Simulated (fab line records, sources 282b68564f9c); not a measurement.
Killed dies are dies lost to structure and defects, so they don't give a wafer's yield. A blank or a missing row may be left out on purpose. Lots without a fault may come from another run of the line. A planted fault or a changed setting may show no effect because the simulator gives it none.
fab line records | flow rit_cmos
record lots=6 wafers=18 last_day=7
route steps=202 shown PSD@144 SDANNEAL@153 NSD@158 PLDD@159 NLDD@160 SILICIDE@161 M1@202
lots that met no fault: from a run of the same line without faults
start_h: hours from the record's first day to the start of the lot's first wafer shown | wait_h: hours since the lot's step before | " the same as in the row above | L1.1+2: a row that stands for several wafers | - no value, or no start given | * or withheld: withheld | < > ~ a bound
route shown NAME@n: a module of which the file shows steps, and the number in the route of the first | usual: mean/standard deviation of fault-free wafers | same: alike in all rows | chamber/n: place in a boat | sites: the reading at each site | _std_site: their standard deviation | _edge_site: outer sites' mean less inner sites' | radius_mm: how far each site lies from the wafer's centre | mask NAME#n: copy n | behind: the tool/chamber that last shaped the wafer | hold: why the lot was held/for how many hours/how that ended | device: the transistor (n, p or np) that didn't switch | end of line: the same wafers' tests at the end of the route | a step without rows: its recipe alone | killed: dies lost to structure and defects at the first sort, not the wafer's yield | map: a wafer's dies, x killed, . not, _ none there
set.NAME: the setting as run; set.NAME@STEP: as run at that earlier step | model.NAME: the simulator's own value behind a step, which no gauge read
lots at some steps of the route; a table a step, a row a wafer
services: from which hour (start_h, from the record's first day; less than 0 if before it) a tool's chamber was out of use, for how many hours, and why
## steps
# step RIT_PSD_SOFTBAKE_02
# recipe resist=NOVOLAK temp_c=90 time_s=60
# step RIT_PSD_EXPOSE_03
# recipe mask_id=M10 na=0.57 target_cd_nm=40900 dose_mj=250
# step RIT_PSD_PEB_04
# recipe resist=NOVOLAK temp_c=withheld time_s=withheld
# step RIT_PSD_DEVELOP_05
# recipe resist=NOVOLAK develop_time_s=50 dev_temp_c=23
# step RIT_PSD_OVL_MEAS_06
# usual PSD_OVL=0.1/1.3
# columns lot.wafer tool chamber start_h wait_h PSD_OVL[nm]
L851.1 overlay-01 - 49.19 - 1.3
L851.4 " - " " 0.1
L851.6 " - " " -0.3
L852.1 overlay-02 - 53.97 - -1.9
L852.2 " - " " -3.6
L852.4 " - " " -1.9
L855.2 overlay-01 - 68.44 - -0.8
L855.3 " - " " 0.9
L855.5 " - " " 0.4
L857.1 overlay-02 - 78.44 - 0.7
L857.2 " - " " -0.8
L857.5 " - " " 1.0
L871.1 overlay-01 - 148.85 - -0.7
L871.4 " - " " -1.8
L871.5 " - " " -0.3
L873.3 overlay-02 - 158.87 - -1.2
L873.5 " - " " -2.5
L873.6 " - " " -1.8
# step RIT_PSD_HARDBAKE_07
# recipe resist=NOVOLAK temp_c=141 time_s=60
# step RIT_PSD_IMPLANT_08
# recipe species=BF2 energy_kev=27 dose_cm2=5e+15 tilt_deg=7
# step RIT_PSD_STRIP_09
# recipe chemistry=O2 time_s=180 resist=NOVOLAK platen_temp_c=withheld power_w=500 pressure_mtorr=4000 o2_flow_sccm=4000
# usual drypump_motor_current_A=5.8/0.41
# columns lot.wafer tool chamber start_h wait_h drypump_motor_current_A rf_hours_counter_h
L851.1 plasma_asher-01 0 49.53 0.1 6.2 37
L851.4 " 0 " " 6.2 -
L851.6 " 1 " " 5.2 -
L852.1 plasma_asher-01 0 54.30 0.1 6.2 38
L852.2 " 1 " " 5.2 38
L852.4 " 0 " " 6.2 -
L855.2 plasma_asher-03 0 68.77 0.1 6.1 30
L855.3 " 1 " " 5.7 -
L855.5 " 0 " " 6.1 -
L857.1 plasma_asher-03 0 78.78 0.1 6.1 31
L857.2 " 1 " " 5.8 31
L857.5 " 0 " " 6.1 -
L871.1 plasma_asher-01 1 149.19 0.1 5.2 4
L871.4 " 1 " " 5.3 -
L871.5 " 0 " " 6.2 -
L873.3 plasma_asher-01 0 159.25 0.1 6.2 -
L873.5 " 1 " " 5.2 -
L873.6 " 0 " " 6.2 -
# step RIT_PSD_TW_MEAS_10
# usual PSD_TW=3428/23
# columns lot.wafer tool chamber start_h wait_h PSD_TW
L851.1 film_metro-03 - 49.70 0.1 3467
L851.4 " - " " 3456
L851.6 " - " " 3459
L852.1 film_metro-01 - 54.48 0.1 3420
L852.2 " - " " 3423
L852.4 " - " " 3416
L855.2 film_metro-01 - 68.96 0.1 3424
L855.3 " - " " 3441
L855.5 " - " " 3426
L857.1 film_metro-02 - 78.95 0.1 3374
L857.2 " - " " 3392
L857.5 " - " " 3392
L871.1 film_metro-02 - 149.37 0.1 3435
L871.4 " - " " 3426
L871.5 " - " " 3437
L873.3 film_metro-03 - 159.39 0.1 3455
L873.5 " - " " 3440
L873.6 " - " " 3447
# step RIT_SDANNEAL_CLEAN_00
# recipe chemistry=SC1 mix=3:3:50 time_s=600 temp_c=75
# step RIT_SDANNEAL_CLEAN_01
# recipe chemistry=dHF dilution=50:1 time_s=30
# step RIT_SDANNEAL_CLEAN_02
# recipe chemistry=SC2 mix=3:3:50 time_s=600 temp_c=75 dry=n2_spin
# step RIT_SDANNEAL_RTA_03
# recipe temp_c=1050 time_s=5 idle_temp_c=600 ramp_up_c_per_s=342 ramp_down_c_per_s=171 cool_to_c=600 ambient=N2
# usual wafer_temp_C_max=1053.5/1.1
# columns lot.wafer tool chamber start_h wait_h wafer_temp_C_max
L851.1 rtp_anneal-01 0 50.16 0.0 1054.4
L851.4 " 0 " " 1052.4
L851.6 " 0 " " 1052.1
L852.1 rtp_anneal-02 0 54.96 0.0 1052.9
L852.2 " 0 " " 1053.2
L852.4 " 0 " " 1054.2
L855.2 rtp_anneal-01 0 69.39 0.0 1052.5
L855.3 " 0 " " 1054.3
L855.5 " 0 " " 1053.3
L857.1 rtp_anneal-01 0 79.41 0.0 1054.0
L857.2 " 0 " " 1054.6
L857.5 " 0 " " 1055.4
L871.1 rtp_anneal-01 0 149.79 0.0 1088.3
L871.4 " 0 " " 1084.3
L871.5 " 0 " " 1087.2
L873.3 rtp_anneal-01 0 159.83 0.0 1088.4
L873.5 " 0 " " 1088.2
L873.6 " 0 " " 1084.9
# step RIT_SDANNEAL_RS_MEAS_04
# recipe thk_meas_gauge=four-point-probe
# usual PSD_RS=115.9/0.33
# columns lot.wafer tool chamber start_h wait_h PSD_RS[ohm/sq]
L851.1 film_metro-01 - 50.22 0.0 116.4
L851.4 " - " " 115.7
L851.6 " - " " 115.3
L852.1 film_metro-01 - 55.01 0.0 115.9
L852.2 " - " " 116.1
L852.4 " - " " 115.9
L855.2 film_metro-03 - 69.45 0.1 115.5
L855.3 " - " " 115.7
L855.5 " - " " 115.5
L857.1 film_metro-03 - 79.47 0.0 116.0
L857.2 " - " " 116.1
L857.5 " - " " 115.9
L871.1 film_metro-02 - 149.85 0.0 94.3
L871.4 " - " " 94.0
L871.5 " - " " 94.1
L873.3 film_metro-03 - 159.91 0.1 94.1
L873.5 " - " " 94.0
L873.6 " - " " 93.9
# step RIT_SDANNEAL_RS_MEAS_05
# recipe thk_meas_gauge=four-point-probe
# usual NSD_RS=84.54/0.28
# columns lot.wafer tool chamber start_h wait_h NSD_RS[ohm/sq]
L851.1 film_metro-01 - 50.34 0.1 84.94
L851.4 " - " " 85.24
L851.6 " - " " 85.28
L852.1 film_metro-01 - 55.13 0.1 84.79
L852.2 " - " " 84.82
L852.4 " - " " 84.85
L855.2 film_metro-03 - 69.57 0.1 84.22
L855.3 " - " " 84.20
L855.5 " - " " 84.49
L857.1 film_metro-03 - 79.59 0.1 84.33
L857.2 " - " " 84.30
L857.5 " - " " 84.34
L871.1 film_metro-02 - 149.97 0.1 82.88
L871.4 " - " " 82.84
L871.5 " - " " 83.04
L873.3 film_metro-03 - 160.03 0.1 83.20
L873.5 " - " " 83.34
L873.6 " - " " 83.47
# step RIT_SDANNEAL_RS_MEAS_06
# recipe thk_meas_gauge=four-point-probe
# usual PLDD_RS=179.7/0.51
# columns lot.wafer tool chamber start_h wait_h PLDD_RS[ohm/sq]
L851.1 film_metro-01 - 50.46 0.1 180.0
L851.4 " - " " 179.4
L851.6 " - " " 179.2
L852.1 film_metro-01 - 55.25 0.1 180.5
L852.2 " - " " 180.0
L852.4 " - " " 179.8
L855.2 film_metro-03 - 69.69 0.1 179.2
L855.3 " - " " 179.3
L855.5 " - " " 179.0
L857.1 film_metro-03 - 79.71 0.1 179.9
L857.2 " - " " 180.4
L857.5 " - " " 179.8
L871.1 film_metro-02 - 150.09 0.1 160.6
L871.4 " - " " 159.9
L871.5 " - " " 160.9
L873.3 film_metro-03 - 160.15 0.1 160.9
L873.5 " - " " 160.7
L873.6 " - " " 160.2
# step RIT_SDANNEAL_RS_MEAS_07
# recipe thk_meas_gauge=four-point-probe
# usual NLDD_RS=151.3/0.5
# columns lot.wafer tool chamber start_h wait_h NLDD_RS[ohm/sq]
L851.1 film_metro-01 - 50.58 0.1 151.1
L851.4 " - " " 151.5
L851.6 " - " " 151.4
L852.1 film_metro-01 - 55.37 0.1 151.9
L852.2 " - " " 151.2
L852.4 " - " " 151.4
L855.2 film_metro-03 - 69.81 0.1 151.3
L855.3 " - " " 151.7
L855.5 " - " " 151.1
L857.1 film_metro-03 - 79.83 0.1 150.8
L857.2 " - " " 150.7
L857.5 " - " " 151.2
L871.1 film_metro-02 - 150.21 0.1 149.3
L871.4 " - " " 150.5
L871.5 " - " " 149.8
L873.3 film_metro-03 - 160.27 0.1 149.8
L873.5 " - " " 150.0
L873.6 " - " " 149.6
# step RIT_SILICIDE_WET_ETCH_00
# recipe chemistry=BOE target=SiO2 target_depth_nm=14 time_s=15 dry=n2_spin dilution=10:1 temp_c=21.5
# step RIT_M1_PROBE_99
# usual killed_at_contacts=0.1/0.29 killed_at_front_end=6.3/2.8 killed_dies=6.4/2.8 killed_on_rim=1.8/1.4 killed_open=3.3/1.7 killed_short=3.1/1.9
# same gross_dies=264 killed_at_M0_to_M3=0 killed_at_M4_up=0 killed_at_back_side=0 killed_at_other=0
# columns lot.wafer tool chamber start_h wait_h killed_at_contacts killed_at_front_end killed_dies killed_on_rim killed_open killed_short
L851.1 prober-01 - 57.81 0.1 0 5 5 0 4 1
L851.4 prober-01 - 57.96 0.2 0 11 11 4 5 6
L851.6 prober-01 - 58.06 0.2 0 14 14 6 7 7
L852.1 prober-02 - 63.44 0.1 0 8 8 2 4 4
L852.2 prober-02 - 63.49 0.1 0 6 6 1 4 2
L852.4 prober-02 - 63.59 0.2 0 7 7 2 4 3
L855.2 prober-01 - 77.03 0.1 0 8 8 3 4 4
L855.3 prober-01 - 77.08 0.2 1 7 8 2 6 2
L855.5 prober-01 - 77.18 0.2 0 2 2 0 1 1
L857.1 prober-01 - 87.05 0.1 0 2 2 0 2 0
L857.2 prober-01 - 87.10 0.1 0 4 4 1 3 1
L857.5 prober-01 - 87.25 0.2 0 6 6 3 3 3
L871.1 prober-01 - 157.47 0.1 0 5 5 1 3 2
L871.4 prober-01 - 157.62 0.2 0 15 15 1 9 5
L871.5 prober-01 - 157.67 0.2 0 10 10 3 1 9
L873.3 prober-01 - 167.22 0.2 0 7 7 0 4 3
L873.5 prober-01 - 167.32 0.2 0 10 10 3 4 6
L873.6 prober-01 - 167.37 0.2 0 6 6 1 3 3
# killed by level:class
L851.1 FOX1:geometric_particle:open=2 FOX1:geometric_particle:short=1 GATE:geometric_particle:open=1 SPACER:geometric_particle:open=1
L851.4 SILICIDE:geometric_particle:short=3 GATE:geometric_particle:short=2 GATE:geometric_particle:open=2 SILICIDE:geometric_particle:open=2 FOX1:geometric_particle:short=1 FOX2:geometric_particle:open=1
L851.6 GATE:geometric_particle:short=5 FOX1:geometric_particle:open=2 GATE:geometric_particle:open=2 REOX:geometric_particle:open=1 SPACER:geometric_particle:open=1 SPACER:geometric_particle:short=1 SILICIDE:geometric_particle:short=1 SILICIDE:geometric_particle:open=1
L852.1 GATE:geometric_particle:open=2 GATE:geometric_particle:short=2 SPACER:geometric_particle:open=2 SPACER:geometric_particle:short=1 SILICIDE:geometric_particle:short=1
L852.2 GATE:geometric_particle:open=3 GATE:geometric_particle:short=1 SPACER:geometric_particle:open=1 SPACER:geometric_particle:short=1
L852.4 GATE:geometric_particle:open=2 FOX1:geometric_particle:open=1 GATE:geometric_particle:short=1 REOX:geometric_particle:short=1 SPACER:geometric_particle:open=1 SPACER:geometric_particle:short=1
L855.2 GATE:geometric_particle:open=4 GATE:geometric_particle:short=3 FOX1:geometric_particle:short=1
L855.3 REOX:geometric_particle:open=3 SPACER:geometric_particle:open=2 GATE:geometric_particle:short=1 REOX:geometric_particle:short=1 CONTACT:geometric_particle:open=1
L855.5 FOX2:geometric_particle:open=1 GATE:geometric_particle:short=1
L857.1 GATE:geometric_particle:open=1 SILICIDE:geometric_particle:open=1
L857.2 FOX2:geometric_particle:open=2 GATE:geometric_particle:short=1 REOX:geometric_particle:open=1
L857.5 GATE:geometric_particle:short=2 FOX1:geometric_particle:short=1 FOX2:geometric_particle:open=1 SPACER:geometric_particle:open=1 SILICIDE:geometric_particle:open=1
L871.1 REOX:geometric_particle:open=2 FOX1:geometric_particle:short=1 SILICIDE:geometric_particle:open=1 SILICIDE:geometric_particle:short=1
L871.4 SPACER:geometric_particle:open=4 REOX:geometric_particle:short=3 GATE:geometric_particle:open=2 FOX1:geometric_particle:open=1 FOX2:geometric_particle:short=1 REOX:geometric_particle:open=1 SILICIDE:geometric_particle:short=1 SILICIDE:geometric_particle:open=1
L871.5 REOX:geometric_particle:short=3 GATE:geometric_particle:short=2 FOX1:geometric_particle:short=1 FOX2:geometric_particle:short=1 REOX:geometric_particle:open=1 SPACER:geometric_particle:short=1 SILICIDE:geometric_particle:short=1
L873.3 FOX1:geometric_particle:open=1 FOX1:geometric_particle:short=1 FOX2:geometric_particle:open=1 FOX2:geometric_particle:short=1 GATE:geometric_particle:open=1 GATE:geometric_particle:short=1 REOX:geometric_particle:open=1
L873.5 FOX1:geometric_particle:open=2 REOX:geometric_particle:short=2 FOX1:geometric_particle:short=1 GATE:geometric_particle:open=1 GATE:geometric_particle:short=1 SPACER:geometric_particle:short=1 SPACER:geometric_particle:open=1 SILICIDE:geometric_particle:short=1
L873.6 FOX1:geometric_particle:short=1 FOX1:geometric_particle:open=1 GATE:geometric_particle:open=1 REOX:geometric_particle:open=1 SPACER:geometric_particle:short=1 SILICIDE:geometric_particle:short=1
## services
# columns tool chamber start_h hours kind
plasma_asher-03 - 71.77 2.8 pm
plasma_asher-01 - 108.75 9.0 pm
plasma_asher-01 0 108.75 9.0 vent_cycle
plasma_asher-01 1 108.75 9.0 vent_cycle
plasma_asher-01 0 117.75 - clean
plasma_asher-01 1 117.75 - clean
## key
first_sign step=RIT_SDANNEAL_RTA_03 reading=wafer_temp_C_max direction=up sigmas=31 usual=* struck=*
effect step=RIT_SDANNEAL_RS_MEAS_04 reading=PSD_RS direction=down sigmas=66 usual=115.9 struck=94.0
effect step=RIT_SDANNEAL_RS_MEAS_05 reading=NSD_RS direction=down sigmas=5.1 usual=84.54 struck=83.13
effect step=RIT_SDANNEAL_RS_MEAS_06 reading=PLDD_RS direction=down sigmas=38 usual=179.7 struck=160.5
effect step=RIT_SDANNEAL_RS_MEAS_07 reading=NLDD_RS direction=down sigmas=3 usual=151.3 struck=149.8
met_at RIT_SDANNEAL_RTA_03
struck_wafers L871.1,L871.4,L871.5,L873.3,L873.5,L873.6
tester_left_out L871,L873
onset_between 79.41 149.79
fault kind=process_parameter_drift tool=rtp_anneal-01 chamber=- onset_h=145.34 steps=RIT_SDANNEAL_RTA_03 channel=temp_c offset=* shape=step end_h=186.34 acts_in=* stated=*
# tester_left_out: of these lots the tester's yield and bins aren't shown, on N5 and GAA mostly nor the transistor test; their killed dies are dies lost to structure and defects alone, not to doping, threshold or leakage, so they don't give the yield
